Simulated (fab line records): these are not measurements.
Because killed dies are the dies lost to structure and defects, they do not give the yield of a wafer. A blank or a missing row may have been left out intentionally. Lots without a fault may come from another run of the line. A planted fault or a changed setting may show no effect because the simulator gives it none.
Chamber matching	flow rit cmos	RIT_SPACER_ETCHBACK_05 on rie diel-02 has 4 sister chambers
The step etches Si3N4 in SF6/CHF3, stops on SiO2, target depth 250 nm, time 240 s. 14 wafers are shown with their chamber, then 7 later ones without.

WAFERS WITH THEIR CHAMBER
wafer	chamber	drypump motor current A (A)	throttle valve pct (%)	oes product au (a.u.)
L770.3	2	5.3	10.30	0.846
L770.4	0	5.6	10.23	0.836
L770.6	3	5.5	10.31	0.842
L777.1	1	6.1	10.16	0.835
L777.2	2	5.3	10.33	0.848
L777.4	3	5.5	10.30	0.835
L782.1	2	5.4	10.31	0.847
L782.2	3	5.5	10.30	0.839
L782.5	2	5.4	10.31	0.857
L786.2	0	5.6	10.21	0.834
L786.3	1	6.1	10.15	0.823
L786.6	1	6.1	10.17	0.831
L789.2	2	5.4	10.32	0.852
L789.3	1	6.1	10.17	0.834

SIGNATURES (means of the wafers above)
reading	chamber 0	chamber 1	chamber 2	chamber 3	scatter within a chamber
drypump motor current A	5.600	6.100	5.360	5.500	0.0346
throttle valve pct	10.2200	10.1625	10.3140	10.3033	0.0103
oes product au	0.83500	0.83075	0.85000	0.83867	0.00444
Rule: distance of a wafer from a chamber = root of the sum over the readings of ((wafer's reading minus chamber's mean) / reading's scatter) squared. If the next closest chamber is less than 2 further off than the closest, the wafer can't be placed; otherwise it belongs to the closest. The scatter is the square root of a quotient: the sum, over the shown wafers, of each reading's squared deviation from its chamber's mean, divided by wafers minus chambers.

WAFERS WHOSE CHAMBER IS MISSING
wafer	drypump motor current A (A)	throttle valve pct (%)	oes product au (a.u.)
L789.5	5.5	10.29	0.834
L792.2	5.5	10.31	0.850
L792.5	5.5	10.31	0.847
L792.6	5.7	10.22	0.851
L793.2	5.4	10.32	0.848
L793.4	5.6	10.22	0.839
L793.6	5.5	10.30	0.840

CHAMBER TAKEN BY EACH
wafer	from the rows above	in truth
L789.5	3	3
L792.2	can't be placed: 3 or 2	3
L792.5	3	3
L792.6	0	0
L793.2	2	2
L793.4	0	0
L793.6	3	3
Placed correctly: 6 of 7. Unplaceable from these rows: 1, with the true chamber sitting among the candidates in 1. Number placed wrongly: 0.
